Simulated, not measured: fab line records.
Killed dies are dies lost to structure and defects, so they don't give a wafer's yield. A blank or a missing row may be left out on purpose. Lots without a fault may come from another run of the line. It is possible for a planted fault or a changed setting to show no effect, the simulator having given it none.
8D (eight disciplines) problem report, filled in by code | flow berkeley_cmos170 | the parts of the form that need people (team, actions taken, sign-off) are left out

## 1. WHAT IS WRONG
UCB170_V1_ETCH_14, run_length_s: mean 329.8 s over 1 wafer from 1 lot; wafers with no fault: 319.3 s, standard deviation 0.37. Measured from the usual mean, that is +28 standard deviations.
The step: etches SiO2 in CHF3/CF4/Ar, stops on Al, target depth 1250 nm, time 291 s.
Earliest sighting: wafer L216.6 on rie_diel-01 at day 10 03:23. Wafers with a number at this step in the record: 39, from 13 lots. Rule for "out" (also "out of limits"): further than 4 standard deviations from the usual mean. The other wafers with a number count as sound.

## 2. WHAT THIS IS AND IS NOT
question                    | is                | is not
which readings at this step | run_length_s      | CHF3_flow_sccm, drypump_motor_current_A, throttle_valve_pct
which lots                  | L216              | L206, L207, L208, L213, L220, L222, L223, L224, L225, L226, L227, L229
which wafers of those lots  | L216.6            | L216.2, L216.5
read on which tools         | rie_diel-01       | rie_diel-02, rie_diel-03
when                        | from day 10 03:23 | up to then (14 sound wafers); but 24 sound wafers of L220, L222, L223, L224, L225, L226, L227, L229 came after

## 3. WHAT RULES OUT EACH SUSPECT
Counting: any tool at a process step up to the reading remains a suspect provided it ran every lot that is out. Sound lots after the first of them don't rule it out here, since some wafers of a struck lot are sound.
- rie_diel-01 at UCB170_V1_ETCH_14 (etches SiO2 in CHF3/CF4/Ar, stops on Al, target depth 1250 nm, time 291 s): kept. It ran the lot that is out, L216 (day 10 03:23); its last sound lot up to then is L213 (day 9 11:22). Its own readings are out on those wafers: run_length_s.
- rie_diel-01, UCB170_V1_ETCH_14: wafers that are out in chamber 1, sound lot-mates in chambers 0, 3.
Remaining after the count: rie_diel-01 at UCB170_V1_ETCH_14.

## 4. THE CAUSE (what the simulator had put in)
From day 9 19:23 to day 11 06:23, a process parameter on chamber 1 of rie_diel-01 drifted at UCB170_V1_ETCH_14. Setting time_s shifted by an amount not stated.
The count eliminated every tool but this one.

## 5. THE CHAIN OF EFFECTS, in route order
Each row: a reading where the mean over the struck wafers with a number is more than 3 standard deviations away from the usual. Readings are gone through only where the record gives a usual standard deviation; hours: the median, over the lots, of the time from a lot's start at the first step in this table giving one to that lot's start at this step; sigmas: the change measured in usual standard deviations.
hours | step              | reading        | usual      | on struck wafers | change | sigmas
0     | UCB170_V1_ETCH_14 | oes_product_au | 0.877 a.u. | 0.844            | -0.033 | -3.0
0     | UCB170_V1_ETCH_14 | run_length_s   | 319.3 s    | 329.8            | +10.5  | +28
Here are the process steps it includes:
- UCB170_V1_ETCH_14: etches SiO2 in CHF3/CF4/Ar, stops on Al, target depth 1250 nm, time 291 s.

## 6. WHAT WOULD HAVE CAUGHT IT SOONER
In this record the first reading out of limits was taken at day 10 03:23, 8 hours after the fault began at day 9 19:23.
